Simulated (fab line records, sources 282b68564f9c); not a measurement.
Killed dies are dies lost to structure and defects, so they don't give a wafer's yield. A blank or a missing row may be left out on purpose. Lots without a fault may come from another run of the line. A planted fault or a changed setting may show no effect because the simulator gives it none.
Which tool did it? | flow rit_cmos | 6 lots, 18 wafers sampled, at 4 steps of a route of 202

WHAT THE GAUGES READ, wafer by wafer
RIT_SDANNEAL_RS_MEAS_04: measures by four-point-probe.
lot  | measured    | on            | PSD_RS (ohm/sq)
L356 | day 3 11:06 | film_metro-03 | 115.73 115.60 116.25
L358 | day 3 18:41 | film_metro-03 | 116.06 116.05 115.78
L360 | day 4 04:37 | film_metro-01 | 115.96 116.14 116.04
L366 | day 5 08:18 | film_metro-03 | 145.04 144.85 144.89 144.75 144.84 145.06
L371 | day 6 09:11 | film_metro-04 | 115.40 115.88 115.67
L376 | day 7 09:55 | film_metro-01 | 115.78 116.13 116.17

WHICH TOOL RAN EACH LOT (tool, then ch and the chambers of the sampled wafers, then the start)
lot  | RIT_PRETRO_STRIP_09                 | RIT_GATE_STRIP_20                   | RIT_SDANNEAL_RTA_03
L356 | plasma_asher-01 ch 0,1, day 2 16:28 | plasma_asher-03 ch 0,1, day 2 21:37 | rtp_anneal-01 ch 0, day 3 11:02
L358 | plasma_asher-02 ch 0,1, day 2 22:31 | plasma_asher-03 ch 0,1, day 3 05:07 | rtp_anneal-01 ch 0, day 3 18:37
L360 | plasma_asher-01 ch 0,1, day 3 09:35 | plasma_asher-04 ch 0,1, day 3 16:26 | rtp_anneal-01 ch 0, day 4 04:32
L366 | plasma_asher-02 ch 0,1, day 4 13:59 | plasma_asher-04 ch 0, day 4 19:40   | rtp_anneal-01 ch 0, day 5 08:14
L371 | plasma_asher-04 ch 0, day 5 15:52   | plasma_asher-04 ch 0,1, day 5 20:56 | rtp_anneal-02 ch 0, day 6 09:08
L376 | plasma_asher-01 ch 1, day 6 16:11   | plasma_asher-03 ch 0,1, day 6 21:30 | rtp_anneal-02 ch 0, day 7 09:51
- RIT_PRETRO_STRIP_09: strips in O2, time 180 s.
- RIT_GATE_STRIP_20: strips in O2, time 180 s.
- RIT_SDANNEAL_RTA_03: time 5 s.

THE ANSWER, worked out from the rows above alone
Rule: what is usual is taken from the lots themselves. Put in order of their means at a reading, lots are off if they are a third of the lots or fewer, leave a main group of 4 or more, and stand apart from it by a gap of 3 or more times the standard deviation of the main group's means; of several such gaps the widest counts. A main group whose means are all the same, to the digits that the tables above print for the reading, isn't used. A lot without any number at a reading at which 4 lots or more have one is off too. The other lots that the step has rows for count as sound.
Off: L366, at RIT_SDANNEAL_RS_MEAS_04 (PSD_RS). The main group: mean 115.91 ohm/sq, standard deviation 0.15.
A tool fits if, at a process step before that reading, it ran every lot that is off, and no sound lot after the first of them. The gauges at RIT_SDANNEAL_RS_MEAS_04 are tried like those tools. Can't be told from this: 3 tools fit, plasma_asher-02 at RIT_PRETRO_STRIP_09, rtp_anneal-01 at RIT_SDANNEAL_RTA_03, film_metro-03 at RIT_SDANNEAL_RS_MEAS_04.

WHAT THE SIMULATOR HAD PUT IN
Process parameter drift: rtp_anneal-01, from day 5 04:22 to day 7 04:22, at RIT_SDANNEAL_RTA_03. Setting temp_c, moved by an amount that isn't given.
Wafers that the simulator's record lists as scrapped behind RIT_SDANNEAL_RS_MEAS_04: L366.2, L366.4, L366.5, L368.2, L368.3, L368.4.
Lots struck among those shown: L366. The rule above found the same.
